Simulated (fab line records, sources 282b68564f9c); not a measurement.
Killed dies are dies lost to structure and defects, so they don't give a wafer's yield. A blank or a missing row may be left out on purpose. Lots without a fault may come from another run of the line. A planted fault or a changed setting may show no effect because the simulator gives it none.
fab line records | flow rit_cmos
record lots=5 wafers=15 last_day=7
route steps=202 shown NWELL@35 PWELL@39 WELLDRIVE@50 NRETRO@53 PRETRO@64 GATE@75 FOX2@80
lots that met no fault: from a run of the same line without faults
start_h: hours from the record's first day to the start of the lot's first wafer shown | wait_h: hours since the lot's step before | " the same as in the row above | L1.1+2: a row that stands for several wafers | - no value, or no start given | * or withheld: withheld | < > ~ a bound
route shown NAME@n: a module of which the file shows steps, and the number in the route of the first | usual: mean/standard deviation of fault-free wafers | same: alike in all rows | chamber/n: place in a boat | sites: the reading at each site | _std_site: their standard deviation | _edge_site: outer sites' mean less inner sites' | radius_mm: how far each site lies from the wafer's centre | mask NAME#n: copy n | behind: the tool/chamber that last shaped the wafer | hold: why the lot was held/for how many hours/how that ended | device: the transistor (n, p or np) that didn't switch | end of line: the same wafers' tests at the end of the route | a step without rows: its recipe alone | killed: dies lost to structure and defects at the first sort, not the wafer's yield | map: a wafer's dies, x killed, . not, _ none there
set.NAME: the setting as run; set.NAME@STEP: as run at that earlier step | model.NAME: the simulator's own value behind a step, which no gauge read
lots at some steps of the route; a table a step, a row a wafer
services: from which hour (start_h, from the record's first day; less than 0 if before it) a tool's chamber was out of use, for how many hours, and why
## steps
# step RIT_NWELL_HARDBAKE_07
# recipe resist=NOVOLAK temp_c=140 time_s=120
# columns lot.wafer tool chamber start_h wait_h
L078.1+3+6 litho_track-01 0 48.04 0.0
L080.1+3+4 litho_track-02 0 56.62 0.0
L082.1+4+5 litho_track-02 0 64.21 0.0
L084.1+2+5 litho_track-03 0 79.76 0.0
L095.1+3+6 litho_track-01 0 126.81 0.0
# step RIT_NWELL_IMPLANT_08
# recipe species=P energy_kev=170 dose_cm2=5e+13 tilt_deg=7
# usual beam_energy_keV=169.99/0.055
# columns lot.wafer tool chamber start_h wait_h beam_energy_keV
L078.1 implanter-01 0 48.29 0.2 170.01
L078.3 " 0 " " 169.99
L078.6 " 0 " " 169.96
L080.1 implanter-02 0 56.87 0.2 169.90
L080.3 " 0 " " 169.96
L080.4 " 0 " " 170.06
L082.1 implanter-02 0 64.46 0.2 170.00
L082.4 " 0 " " 169.94
L082.5 " 0 " " 169.98
L084.1 implanter-04 0 80.01 0.2 169.99
L084.2 " 0 " " 170.09
L084.5 " 0 " " 170.04
L095.1 implanter-02 0 127.06 0.2 170.06
L095.3 " 0 " " 169.97
L095.6 " 0 " " 170.01
# step RIT_NWELL_STRIP_09
# recipe chemistry=O2 time_s=180 resist=NOVOLAK platen_temp_c=withheld power_w=500 pressure_mtorr=4000 o2_flow_sccm=4000
# usual drypump_motor_current_A=5.68/0.28
# columns lot.wafer tool chamber start_h wait_h drypump_motor_current_A rf_hours_counter_h
L078.1 plasma_asher-03 1 48.44 0.1 5.71 40
L078.3 " 0 " " 5.37 -
L078.6 " 1 " " 5.72 -
L080.1 plasma_asher-04 1 57.02 0.1 5.78 42
L080.3 " 0 " " 5.22 -
L080.4 " 1 " " 5.82 -
L082.1 plasma_asher-01 0 64.61 0.1 5.74 39
L082.4 " 1 " " 6.06 -
L082.5 " 1 " " 6.08 -
L084.1 plasma_asher-04 1 80.16 0.1 5.77 44
L084.2 " 0 " " 5.23 44
L084.5 " 0 " " 5.21 -
L095.1 plasma_asher-04 0 127.21 0.1 5.22 50
L095.3 " 0 " " 5.22 -
L095.6 " 1 " " 5.78 -
# step RIT_NWELL_TW_MEAS_10
# usual NWELL_TW=2141/13
# columns lot.wafer tool chamber start_h wait_h NWELL_TW
L078.1 film_metro-04 - 48.61 0.1 2155
L078.3 " - " " 2157
L078.6 " - " " 2147
L080.1 film_metro-04 - 57.19 0.1 2152
L080.3 " - " " 2148
L080.4 " - " " 2148
L082.1 film_metro-04 - 64.79 0.1 2153
L082.4 " - " " 2144
L082.5 " - " " 2154
L084.1 film_metro-03 - 80.33 0.1 2163
L084.2 " - " " 2151
L084.5 " - " " 2151
L095.1 film_metro-04 - 127.39 0.1 2147
L095.3 " - " " 2161
L095.6 " - " " 2152
# step RIT_PWELL_HMDS_00
# recipe prime_time_s=60 prime_temp_c=140
# columns lot.wafer tool chamber start_h wait_h
L078.1+3+6 litho_track-04 0 48.67 0.1
L080.1+3+4 litho_track-02 0 57.25 0.1
L082.1+4+5 litho_track-03 0 64.85 0.1
L084.1+2+5 litho_track-04 0 80.39 0.1
L095.1+3+6 litho_track-02 0 127.45 0.1
# step RIT_PWELL_COAT_01
# recipe resist=NOVOLAK spin_rpm=2000 resist_thk_nm=1300
# columns lot.wafer tool chamber start_h wait_h
L078.1+3+6 litho_track-04 0 48.82 0.1
L080.1+3+4 litho_track-02 0 57.40 0.1
L082.1+4+5 litho_track-03 0 65.00 0.1
L084.1+2+5 litho_track-04 0 80.54 0.1
L095.1+3+6 litho_track-02 0 127.60 0.1
# step RIT_PWELL_SOFTBAKE_02
# recipe resist=NOVOLAK temp_c=90 time_s=60
# columns lot.wafer tool chamber start_h wait_h
L078.1+3+6 litho_track-04 0 48.97 0.1
L080.1+3+4 litho_track-02 0 57.55 0.1
L082.1+4+5 litho_track-03 0 65.15 0.1
L084.1+2+5 litho_track-04 0 80.69 0.1
L095.1+3+6 litho_track-02 0 127.75 0.1
# step RIT_PWELL_EXPOSE_03
# recipe mask_id=M3 na=0.57 target_cd_nm=43700 dose_mj=250
# usual reticle_temp_C=22.99/0.096
# columns lot.wafer tool chamber start_h wait_h mask reticle_temp_C
L078.1 iline_stepper-02 0 49.25 0.2 M3#0 22.85
L078.3 " 0 " " M3#0 22.92
L078.6 " 0 " " M3#0 22.92
L080.1 iline_stepper-01 0 57.70 0.1 M3#0 23.12
L080.3 " 0 " " M3#0 23.08
L080.4 " 0 " " M3#0 23.01
L082.1 iline_stepper-02 0 65.30 0.1 M3#0 23.03
L082.4 " 0 " " M3#0 23.17
L082.5 " 0 " " M3#0 23.12
L084.1 iline_stepper-02 0 80.97 0.2 M3#0 22.94
L084.2 " 0 " " M3#0 23.00
L084.5 " 0 " " M3#0 22.98
L095.1 iline_stepper-02 0 127.90 0.1 M3#0 22.88
L095.3 " 0 " " M3#0 22.85
L095.6 " 0 " " M3#0 22.96
# step RIT_PWELL_PEB_04
# recipe resist=NOVOLAK temp_c=withheld time_s=withheld
# columns lot.wafer tool chamber start_h wait_h
L078.1+3+6 litho_track-03 0 49.36 0.1
L080.1+3+4 litho_track-03 0 57.82 0.1
L082.1+4+5 litho_track-04 0 65.42 0.1
L084.1+2+5 litho_track-02 0 81.08 0.1
L095.1+3+6 litho_track-02 0 128.02 0.1
# step RIT_PWELL_DEVELOP_05
# recipe resist=NOVOLAK develop_time_s=68 dev_temp_c=23
# columns lot.wafer tool chamber start_h wait_h
L078.1+3+6 litho_track-03 0 - -
L080.1+3+4 litho_track-03 0 - -
L082.1+4+5 litho_track-04 0 - -
L084.1+2+5 litho_track-02 0 - -
L095.1+3+6 litho_track-02 0 - -
# step RIT_PWELL_OVL_MEAS_06
# usual PWELL_OVL=-0.1/1.4
# columns lot.wafer tool chamber start_h wait_h PWELL_OVL[nm]
L078.1 overlay-01 - 49.68 - -2.3
L078.3 " - " " -2.9
L078.6 " - " " -1.0
L080.1 overlay-02 - 58.13 - 0.1
L080.3 " - " " -1.5
L080.4 " - " " -0.9
L082.1 overlay-01 - 65.73 - -1.6
L082.4 " - " " -0.5
L082.5 " - " " -3.2
L084.1 overlay-01 - 81.40 - 1.1
L084.2 " - " " 0.1
L084.5 " - " " 2.6
L095.1 overlay-02 - 128.33 - -1.0
L095.3 " - " " 0.6
L095.6 " - " " 1.7
# step RIT_PWELL_HARDBAKE_07
# recipe resist=NOVOLAK temp_c=140 time_s=120
# columns lot.wafer tool chamber start_h wait_h
L078.1+3+6 litho_track-02 0 49.71 0.0
L080.1+3+4 litho_track-02 0 58.17 0.0
L082.1+4+5 litho_track-03 0 65.77 0.0
L084.1+2+5 litho_track-04 0 81.43 0.0
L095.1+3+6 litho_track-02 0 128.49 0.2
# step RIT_PWELL_IMPLANT_08
# recipe species=B energy_kev=170 dose_cm2=7e+13 tilt_deg=7
# usual beam_energy_keV=170.01/0.052
# columns lot.wafer tool chamber start_h wait_h beam_energy_keV
L078.1 implanter-02 0 49.96 0.2 170.01
L078.3 " 0 " " 170.04
L078.6 " 0 " " 170.03
L080.1 implanter-03 0 58.42 0.2 170.05
L080.3 " 0 " " 170.01
L080.4 " 0 " " 170.03
L082.1 implanter-01 0 66.02 0.2 169.96
L082.4 " 0 " " 169.97
L082.5 " 0 " " 169.98
L084.1 implanter-01 0 81.68 0.2 170.04
L084.2 " 0 " " 170.11
L084.5 " 0 " " 170.05
L095.1 implanter-02 0 128.74 0.2 169.95
L095.3 " 0 " " 170.02
L095.6 " 0 " " 170.06
# step RIT_PWELL_STRIP_09
# recipe chemistry=O2 time_s=180 resist=NOVOLAK platen_temp_c=withheld power_w=500 pressure_mtorr=4000 o2_flow_sccm=4000
# usual drypump_motor_current_A=5.66/0.27
# columns lot.wafer tool chamber start_h wait_h drypump_motor_current_A rf_hours_counter_h
L078.1 plasma_asher-02 1 50.11 0.1 6.01 27
L078.3 " 0 " " 5.77 -
L078.6 " 0 " " 5.78 -
L080.1 plasma_asher-04 1 58.57 0.1 5.80 42
L080.3 " 0 " " 5.21 -
L080.4 " 1 " " 5.80 -
L082.1 plasma_asher-04 1 66.17 0.1 5.77 43
L082.4 " 1 " " 5.81 -
L082.5 " 1 " " 5.80 -
L084.1 plasma_asher-03 1 81.83 0.1 5.75 44
L084.2 " 0 " " 5.41 44
L084.5 " 1 " " 5.73 -
L095.1 plasma_asher-04 1 128.89 0.1 5.78 50
L095.3 " 0 " " 5.20 -
L095.6 " 0 " " 5.21 -
# step RIT_PWELL_TW_MEAS_10
# usual PWELL_TW=949/6.5
# columns lot.wafer tool chamber start_h wait_h PWELL_TW
L078.1 film_metro-03 - 50.29 0.1 948
L078.3 " - " " 948
L078.6 " - " " 945
L080.1 film_metro-01 - 58.74 0.1 934
L080.3 " - " " 944
L080.4 " - " " 942
L082.1 film_metro-01 - 66.34 0.1 943
L082.4 " - " " 936
L082.5 " - " " 941
L084.1 film_metro-04 - 82.01 0.1 952
L084.2 " - " " 950
L084.5 " - " " 951
L095.1 film_metro-04 - 129.07 0.1 949
L095.3 " - " " 952
L095.6 " - " " 953
# step RIT_WELLDRIVE_ANNEAL_00
# recipe temp_c=1100 time_s=14700 ambient=N2
# usual tube_center_temp_C=1100/0.091
# columns lot.wafer tool chamber start_h wait_h tube_center_temp_C
L078.1 furnace-03 0 52.24 1.9 1099.9
L078.3 " 0 " " 1100.1
L078.6 " 0 " " 1100.1
L080.1 furnace-03 0 60.20 1.4 1100
L080.3 " 0 " " 1099.9
L080.4 " 0 " " 1100.1
L082.1 furnace-01 0 69.10 2.8 1100.1
L082.4 " 0 " " 1100
L082.5 " 0 " " 1100.1
L084.1 furnace-04 0 82.10 0.1 1100
L084.2 " 0 " " 1100.2
L084.5 " 0 " " 1100.2
L095.1 furnace-03 0 129.13 0.1 1100
L095.3 " 0 " " 1100.1
L095.6 " 0 " " 1100.1
# step RIT_WELLDRIVE_RS_MEAS_01
# recipe thk_meas_gauge=four-point-probe
# usual NWELL_RS=275.8/0.85
# columns lot.wafer tool chamber start_h wait_h NWELL_RS[ohm/sq]
L078.1 film_metro-03 - 57.32 0.0 275.5
L078.3 " - " " 274.7
L078.6 " - " " 275.8
L080.1 film_metro-01 - 65.29 0.0 277.8
L080.3 " - " " 277.0
L080.4 " - " " 278.0
L082.1 film_metro-04 - 74.19 0.0 275.9
L082.4 " - " " 275.0
L082.5 " - " " 274.9
L084.1 film_metro-04 - 87.18 0.0 274.9
L084.2 " - " " 274.9
L084.5 " - " " 274.7
L095.1 film_metro-04 - 134.21 0.0 274.6
L095.3 " - " " 275.2
L095.6 " - " " 274.1
# step RIT_WELLDRIVE_RS_MEAS_02
# recipe thk_meas_gauge=four-point-probe
# usual PWELL_RS=430.4/1.3
# columns lot.wafer tool chamber start_h wait_h PWELL_RS[ohm/sq]
L078.1 film_metro-03 - 57.44 0.1 429.2
L078.3 " - " " 429.2
L078.6 " - " " 430.3
L080.1 film_metro-01 - 65.41 0.1 432.3
L080.3 " - " " 432.4
L080.4 " - " " 432.7
L082.1 film_metro-04 - 74.31 0.1 431.3
L082.4 " - " " 431.4
L082.5 " - " " 431.0
L084.1 film_metro-04 - 87.30 0.1 429.0
L084.2 " - " " 428.5
L084.5 " - " " 429.8
L095.1 film_metro-04 - 134.33 0.1 431.9
L095.3 " - " " 432.2
L095.6 " - " " 430.1
# step RIT_NRETRO_HMDS_00
# recipe prime_time_s=60 prime_temp_c=140
# columns lot.wafer tool chamber start_h wait_h
L078.1+3+6 litho_track-04 0 57.56 0.1
L080.1+3+4 litho_track-02 0 65.63 0.2
L082.1+4+5 litho_track-04 0 74.43 0.1
L084.1+2+5 litho_track-02 0 87.42 0.1
L095.1+3+6 litho_track-02 0 134.45 0.1
# step RIT_NRETRO_COAT_01
# recipe resist=NOVOLAK spin_rpm=2000 resist_thk_nm=1300
# columns lot.wafer tool chamber start_h wait_h
L078.1+3+6 litho_track-04 0 57.71 0.1
L080.1+3+4 litho_track-02 0 65.78 0.1
L082.1+4+5 litho_track-04 0 74.58 0.1
L084.1+2+5 litho_track-02 0 87.57 0.1
L095.1+3+6 litho_track-02 0 134.60 0.1
# step RIT_NRETRO_SOFTBAKE_02
# recipe resist=NOVOLAK temp_c=90 time_s=60
# columns lot.wafer tool chamber start_h wait_h
L078.1+3+6 litho_track-04 0 57.86 0.1
L080.1+3+4 litho_track-02 0 65.93 0.1
L082.1+4+5 litho_track-04 0 74.73 0.1
L084.1+2+5 litho_track-02 0 87.72 0.1
L095.1+3+6 litho_track-02 0 134.75 0.1
# step RIT_NRETRO_EXPOSE_03
# recipe mask_id=M4 na=0.57 target_cd_nm=43900 dose_mj=250
# usual reticle_temp_C=22.97/0.094
# columns lot.wafer tool chamber start_h wait_h mask reticle_temp_C
L078.1 iline_stepper-02 0 58.01 0.1 M4#0 23.10
L078.3 " 0 " " M4#0 23.11
L078.6 " 0 " " M4#0 23.15
L080.1 iline_stepper-02 0 66.08 0.1 M4#0 23.03
L080.3 " 0 " " M4#0 22.95
L080.4 " 0 " " M4#0 22.97
L082.1 iline_stepper-02 0 74.88 0.1 M4#0 23.00
L082.4 " 0 " " M4#0 22.88
L082.5 " 0 " " M4#0 22.88
L084.1 iline_stepper-02 0 87.87 0.1 M4#0 23.03
L084.2 " 0 " " M4#0 23.00
L084.5 " 0 " " M4#0 23.10
L095.1 iline_stepper-01 0 134.98 0.2 M4#0 22.93
L095.3 " 0 " " M4#0 22.94
L095.6 " 0 " " M4#0 22.82
# step RIT_NRETRO_PEB_04
# recipe resist=NOVOLAK temp_c=withheld time_s=withheld
# columns lot.wafer tool chamber start_h wait_h
L078.1+3+6 litho_track-01 0 58.13 0.1
L080.1+3+4 litho_track-01 0 66.19 0.1
L082.1+4+5 litho_track-02 0 74.99 0.1
L084.1+2+5 litho_track-04 0 87.99 0.1
L095.1+3+6 litho_track-04 0 135.26 0.3
# step RIT_NRETRO_DEVELOP_05
# recipe resist=NOVOLAK develop_time_s=68 dev_temp_c=23
# columns lot.wafer tool chamber start_h wait_h
L078.1+3+6 litho_track-01 0 - -
L080.1+3+4 litho_track-01 0 - -
L082.1+4+5 litho_track-02 0 - -
L084.1+2+5 litho_track-04 0 - -
L095.1+3+6 litho_track-04 0 - -
# step RIT_NRETRO_OVL_MEAS_06
# usual NRETRO_OVL=0.5/1.6
# columns lot.wafer tool chamber start_h wait_h NRETRO_OVL[nm]
L078.1 overlay-01 - 58.44 - -1.7
L078.3 " - " " -0.3
L078.6 " - " " -1.5
L080.1 overlay-01 - 66.51 - 0.7
L080.3 " - " " -0.9
L080.4 " - " " 0.3
L082.1 overlay-02 - 75.31 - 2.6
L082.4 " - " " 1.9
L082.5 " - " " 1.7
L084.1 overlay-01 - 88.30 - -1.7
L084.2 " - " " -2.6
L084.5 " - " " -0.7
L095.1 overlay-02 - 135.58 - -1.3
L095.3 " - " " 0.8
L095.6 " - " " 0.8
# step RIT_NRETRO_HARDBAKE_07
# recipe resist=NOVOLAK temp_c=140 time_s=120
# columns lot.wafer tool chamber start_h wait_h
L078.1+3+6 litho_track-04 0 58.48 0.0
L080.1+3+4 litho_track-04 0 66.54 0.0
L082.1+4+5 litho_track-04 0 75.34 0.0
L084.1+2+5 litho_track-01 0 88.34 0.0
L095.1+3+6 litho_track-02 0 135.61 0.0
# step RIT_NRETRO_IMPLANT_08
# recipe species=P energy_kev=70 dose_cm2=1e+13 tilt_deg=7
# usual beam_energy_keV=70.000/0.023
# columns lot.wafer tool chamber start_h wait_h beam_energy_keV
L078.1 implanter-04 0 58.73 0.2 70.011
L078.3 " 0 " " 70.034
L078.6 " 0 " " 70.025
L080.1 implanter-03 0 66.79 0.2 70.014
L080.3 " 0 " " 70.021
L080.4 " 0 " " 70.025
L082.1 implanter-03 0 75.59 0.2 69.995
L082.4 " 0 " " 69.979
L082.5 " 0 " " 69.967
L084.1 implanter-01 0 88.59 0.2 70.006
L084.2 " 0 " " 69.984
L084.5 " 0 " " 70.027
L095.1 implanter-01 0 135.86 0.2 70.039
L095.3 " 0 " " 70.007
L095.6 " 0 " " 69.975
# step RIT_NRETRO_STRIP_09
# recipe chemistry=O2 time_s=180 resist=NOVOLAK platen_temp_c=withheld power_w=500 pressure_mtorr=4000 o2_flow_sccm=4000
# usual drypump_motor_current_A=5.82/0.24
# columns lot.wafer tool chamber start_h wait_h drypump_motor_current_A rf_hours_counter_h
L078.1 plasma_asher-01 1 58.88 0.1 6.10 38
L078.3 " 0 " " 5.73 -
L078.6 " 1 " " 6.08 -
L080.1 plasma_asher-01 1 66.94 0.1 6.08 39
L080.3 " 1 " " 6.07 -
L080.4 " 0 " " 5.74 -
L082.1 plasma_asher-01 0 75.77 0.1 5.74 40
L082.4 " 1 " " 6.09 -
L082.5 " 1 " " 6.06 -
L084.1 plasma_asher-04 1 88.74 0.1 5.79 45
L084.2 " 0 " " 5.22 45
L084.5 " 0 " " 5.22 -
L095.1 plasma_asher-04 0 136.01 0.1 5.20 51
L095.3 " 0 " " 5.21 -
L095.6 " 1 " " 5.84 -
# step RIT_NRETRO_TW_MEAS_10
# usual NRETRO_TW=1049/5.6
# columns lot.wafer tool chamber start_h wait_h NRETRO_TW
L078.1 film_metro-02 - 59.06 0.1 1056
L078.3 " - " " 1057
L078.6 " - " " 1055
L080.1 film_metro-03 - 67.12 0.1 1046
L080.3 " - " " 1052
L080.4 " - " " 1054
L082.1 film_metro-02 - 75.94 0.1 1047
L082.4 " - " " 1053
L082.5 " - " " 1048
L084.1 film_metro-03 - 88.92 0.1 1056
L084.2 " - " " 1051
L084.5 " - " " 1057
L095.1 film_metro-03 - 136.19 0.1 1056
L095.3 " - " " 1048
L095.6 " - " " 1053
# step RIT_PRETRO_HMDS_00
# recipe prime_time_s=60 prime_temp_c=140
# columns lot.wafer tool chamber start_h wait_h
L078.1+3+6 litho_track-01 0 59.12 0.1
L080.1+3+4 litho_track-01 0 67.18 0.1
L082.1+4+5 litho_track-01 0 76.00 0.1
L084.1+2+5 litho_track-01 0 88.98 0.1
L095.1+3+6 litho_track-01 0 136.31 0.1
# step RIT_PRETRO_COAT_01
# recipe resist=NOVOLAK spin_rpm=2000 resist_thk_nm=1300
# columns lot.wafer tool chamber start_h wait_h
L078.1+3+6 litho_track-01 0 59.27 0.1
L080.1+3+4 litho_track-01 0 67.33 0.1
L082.1+4+5 litho_track-01 0 76.15 0.1
L084.1+2+5 litho_track-01 0 89.13 0.1
L095.1+3+6 litho_track-01 0 136.46 0.1
# step RIT_PRETRO_SOFTBAKE_02
# recipe resist=NOVOLAK temp_c=90 time_s=60
# columns lot.wafer tool chamber start_h wait_h
L078.1+3+6 litho_track-01 0 59.42 0.1
L080.1+3+4 litho_track-01 0 67.48 0.1
L082.1+4+5 litho_track-01 0 76.30 0.1
L084.1+2+5 litho_track-01 0 89.28 0.1
L095.1+3+6 litho_track-01 0 136.61 0.1
# step RIT_PRETRO_EXPOSE_03
# recipe mask_id=M5 na=0.57 target_cd_nm=43700 dose_mj=250
# usual reticle_temp_C=23.00/0.1
# columns lot.wafer tool chamber start_h wait_h mask reticle_temp_C
L078.1 iline_stepper-01 0 59.57 0.1 M5#0 23.14
L078.3 " 0 " " M5#0 23.03
L078.6 " 0 " " M5#0 23.18
L080.1 iline_stepper-02 0 67.75 0.2 M5#0 22.86
L080.3 " 0 " " M5#0 22.84
L080.4 " 0 " " M5#0 22.82
L082.1 iline_stepper-01 0 76.58 0.2 M5#0 22.92
L082.4 " 0 " " M5#0 23.04
L082.5 " 0 " " M5#0 22.79
L084.1 iline_stepper-02 0 89.55 0.2 M5#0 23.00
L084.2 " 0 " " M5#0 22.97
L084.5 " 0 " " M5#0 23.00
L095.1 iline_stepper-01 0 136.76 0.1 M5#0 22.99
L095.3 " 0 " " M5#0 22.92
L095.6 " 0 " " M5#0 23.03
# step RIT_PRETRO_PEB_04
# recipe resist=NOVOLAK temp_c=withheld time_s=withheld
# columns lot.wafer tool chamber start_h wait_h
L078.1+3+6 litho_track-04 0 59.68 0.1
L080.1+3+4 litho_track-04 0 67.87 0.1
L082.1+4+5 litho_track-04 0 76.69 0.1
L084.1+2+5 litho_track-01 0 89.74 0.2
L095.1+3+6 litho_track-03 0 136.88 0.1
# step RIT_PRETRO_DEVELOP_05
# recipe resist=NOVOLAK develop_time_s=68 dev_temp_c=23
# columns lot.wafer tool chamber start_h wait_h
L078.1+3+6 litho_track-04 0 - -
L080.1+3+4 litho_track-04 0 - -
L082.1+4+5 litho_track-04 0 - -
L084.1+2+5 litho_track-01 0 - -
L095.1+3+6 litho_track-03 0 - -
# step RIT_PRETRO_OVL_MEAS_06
# usual PRETRO_OVL=-0.5/1.4
# columns lot.wafer tool chamber start_h wait_h PRETRO_OVL[nm]
L078.1 overlay-02 - 60.00 - -0.7
L078.3 " - " " 0.1
L078.6 " - " " -0.3
L080.1 overlay-01 - 68.18 - 1.4
L080.3 " - " " -2.0
L080.4 " - " " -0.1
L082.1 overlay-01 - 77.01 - -0.2
L082.4 " - " " -1.0
L082.5 " - " " -1.4
L084.1 overlay-01 - 90.05 - 1.8
L084.2 " - " " -0.7
L084.5 " - " " -1.8
L095.1 overlay-01 - 137.19 - -0.1
L095.3 " - " " -0.7
L095.6 " - " " 0.5
# step RIT_PRETRO_HARDBAKE_07
# recipe resist=NOVOLAK temp_c=140 time_s=120
# columns lot.wafer tool chamber start_h wait_h
L078.1+3+6 litho_track-01 0 60.03 0.0
L080.1+3+4 litho_track-01 0 68.22 0.0
L082.1+4+5 litho_track-01 0 77.04 0.0
L084.1+2+5 litho_track-01 0 90.09 0.0
L095.1+3+6 litho_track-01 0 137.23 0.0
# step RIT_PRETRO_IMPLANT_08
# recipe species=B energy_kev=45 dose_cm2=1.2e+13 tilt_deg=7
# usual beam_energy_keV=45.000/0.015
# columns lot.wafer tool chamber start_h wait_h beam_energy_keV
L078.1 implanter-03 0 60.28 0.2 45.023
L078.3 " 0 " " 45.002
L078.6 " 0 " " 45.012
L080.1 implanter-03 0 68.47 0.2 45.019
L080.3 " 0 " " 44.990
L080.4 " 0 " " 44.986
L082.1 implanter-04 0 77.29 0.2 44.988
L082.4 " 0 " " 44.979
L082.5 " 0 " " 44.971
L084.1 implanter-02 0 90.34 0.2 44.985
L084.2 " 0 " " 44.993
L084.5 " 0 " " 45.018
L095.1 implanter-02 0 137.48 0.2 45.011
L095.3 " 0 " " 44.999
L095.6 " 0 " " 45.011
# step RIT_PRETRO_STRIP_09
# recipe chemistry=O2 time_s=180 resist=NOVOLAK platen_temp_c=withheld power_w=500 pressure_mtorr=4000 o2_flow_sccm=4000
# usual drypump_motor_current_A=5.74/0.22
# columns lot.wafer tool chamber start_h wait_h drypump_motor_current_A rf_hours_counter_h
L078.1 plasma_asher-01 1 60.43 0.1 6.05 38
L078.3 " 0 " " 5.72 -
L078.6 " 0 " " 5.71 -
L080.1 plasma_asher-03 1 68.62 0.1 5.73 42
L080.3 " 1 " " 5.72 -
L080.4 " 0 " " 5.37 -
L082.1 plasma_asher-03 0 77.44 0.1 5.37 43
L082.4 " 0 " " 5.33 -
L082.5 " 0 " " 5.37 -
L084.1 plasma_asher-02 1 90.49 0.1 6.01 29
L084.2 " 0 " " 5.79 29
L084.5 " 1 " " 6.03 -
L095.1 plasma_asher-03 0 137.63 0.1 5.45 2
L095.3 " 0 " " 5.43 -
L095.6 " 0 " " 5.42 -
# step RIT_PRETRO_TW_MEAS_10
# usual PRETRO_TW=475/3.1
# columns lot.wafer tool chamber start_h wait_h PRETRO_TW
L078.1 film_metro-02 - 60.61 0.1 474
L078.3 " - " " 475
L078.6 " - " " 476
L080.1 film_metro-02 - 68.79 0.1 477
L080.3 " - " " 478
L080.4 " - " " 479
L082.1 film_metro-04 - 77.62 0.1 476
L082.4 " - " " 479
L082.5 " - " " 475
L084.1 film_metro-01 - 90.66 0.1 473
L084.2 " - " " 471
L084.5 " - " " 472
L095.1 film_metro-04 - 137.81 0.1 476
L095.3 " - " " 479
L095.6 " - " " 475
# step RIT_GATE_WET_ETCH_00
# recipe chemistry=BOE target=SiO2 target_depth_nm=56 time_s=60 dry=n2_spin dilution=10:1 temp_c=21.5
# columns lot.wafer tool chamber start_h wait_h
L078.1+3+6 wet_bench-02 1 60.67 0.1
L080.1+3+4 wet_bench-04 0 68.85 0.1
L082.1+4+5 wet_bench-02 3 77.68 0.1
L084.1+2+5 wet_bench-04 0 90.72 0.1
L095.1+3+6 wet_bench-02 2 137.87 0.1
# step RIT_GATE_CLEAN_01
# recipe chemistry=SC1 mix=3:3:50 time_s=600 temp_c=75
# columns lot.wafer tool chamber start_h wait_h
L078.1+3+6 wet_bench-01 3 60.69 0.0
L080.1+3+4 wet_bench-02 1 68.88 0.0
L082.1+4+5 wet_bench-01 2 77.70 0.0
L084.1+2+5 wet_bench-01 2 90.75 0.0
L095.1+3+6 wet_bench-04 3 137.89 0.0
# step RIT_GATE_CLEAN_02
# recipe chemistry=dHF dilution=50:1 time_s=30
# columns lot.wafer tool chamber start_h wait_h
L078.1+3+6 wet_bench-02 1 60.87 0.0
L080.1+3+4 wet_bench-01 2 69.06 0.0
L082.1+4+5 wet_bench-02 1 77.88 0.0
L084.1+2+5 wet_bench-02 0 90.93 0.0
L095.1+3+6 wet_bench-04 2 138.08 0.0
# step RIT_GATE_CLEAN_03
# recipe chemistry=SC2 mix=3:3:50 time_s=600 temp_c=75 dry=n2_spin
# columns lot.wafer tool chamber start_h wait_h
L078.1+3+6 wet_bench-01 3 60.89 0.0
L080.1+3+4 wet_bench-04 3 69.07 0.0
L082.1+4+5 wet_bench-01 2 77.89 0.0
L084.1+2+5 wet_bench-04 0 90.94 0.0
L095.1+3+6 wet_bench-01 1 138.10 0.0
# step RIT_GATE_CLEAN_04
# recipe chemistry=dHF dilution=50:1 time_s=60 dry=n2_spin
# columns lot.wafer tool chamber start_h wait_h
L078.1+3+6 wet_bench-01 1 61.06 0.0
L080.1+3+4 wet_bench-02 2 69.25 0.0
L082.1+4+5 wet_bench-02 2 78.07 0.0
L084.1+2+5 wet_bench-01 2 91.13 0.0
L095.1+3+6 wet_bench-02 3 138.27 0.0
# step RIT_FOX2_THK_MEAS_91
# recipe reads=SiO2_of_FOX2_OXIDATION_00
# usual FIELD_OXIDE_LEFT_2_THK=256/6.2
# columns lot.wafer tool chamber start_h wait_h FIELD_OXIDE_LEFT_2_THK[nm]
L078.1 film_metro-03 - 61.09 0.0 252
L078.3 " - " " 250
L078.6 " - " " 248
L080.1 film_metro-04 - 69.27 0.0 263
L080.3 " - " " 259
L080.4 " - " " 257
L082.1 film_metro-02 - 78.09 0.0 259
L082.4 " - " " 259
L082.5 " - " " 263
L084.1 film_metro-04 - 91.16 0.0 253
L084.2 " - " " 249
L084.5 " - " " 255
L095.1 film_metro-02 - 138.30 0.0 253
L095.3 " - " " 257
L095.6 " - " " 257
# step RIT_GATE_OXIDATION_05
# recipe temp_c=900 ambient=O2 target_thk_a=30 ox_time_s=270
# usual ox_temp_c_max=904.0/1.2 tube_center_temp_C=900/0.08
# columns lot.wafer tool chamber start_h wait_h ox_temp_c_max tube_center_temp_C
L078.1 furnace-04 0 63.30 2.2 902.2 899.95
L078.3 " 0 " " 903.4 899.93
L078.6 " 0 " " 903.9 899.89
L080.1 furnace-04 0 72.59 3.3 902.6 900.12
L080.3 " 0 " " 902.8 900.03
L080.4 " 0 " " 903.1 899.99
L082.1 furnace-04 0 79.71 1.6 902.5 899.91
L082.4 " 0 " " 902.8 900.01
L082.5 " 0 " " 904.6 899.99
L084.1 furnace-04 0 91.92 0.8 903.3 900.09
L084.2 " 0 " " 903.4 900.02
L084.5 " 0 " " 902.6 899.82
L095.1 furnace-04 0 139.02 0.7 903.7 899.93
L095.3 " 0 " " 901.8 900.02
L095.6 " 0 " " 904.1 900.11
## services
# columns tool chamber start_h hours kind
implanter-01 - 27.14 1.3 repair
plasma_asher-01 - 31.07 15.6 pm
implanter-03 - 50.66 3.6 pm
implanter-02 - 57.82 3.9 pm
plasma_asher-02 - 58.08 9.8 repair
furnace-03 - 65.29 9.2 pm
plasma_asher-02 - 67.84 9.9 pm
iline_stepper-01 - 75.03 0.8 repair
implanter-03 - 77.11 3.3 repair
plasma_asher-04 - 94.35 2.1 repair
plasma_asher-04 - 100.74 0.8 repair
plasma_asher-03 - 108.75 9.0 pm
plasma_asher-03 0 108.75 9.0 vent_cycle
plasma_asher-03 1 108.75 9.0 vent_cycle
plasma_asher-03 0 117.75 - clean
plasma_asher-03 1 117.75 - clean
furnace-01 - 131.19 3.8 pm
iline_stepper-02 - 137.05 6.8 repair
## key
fault none
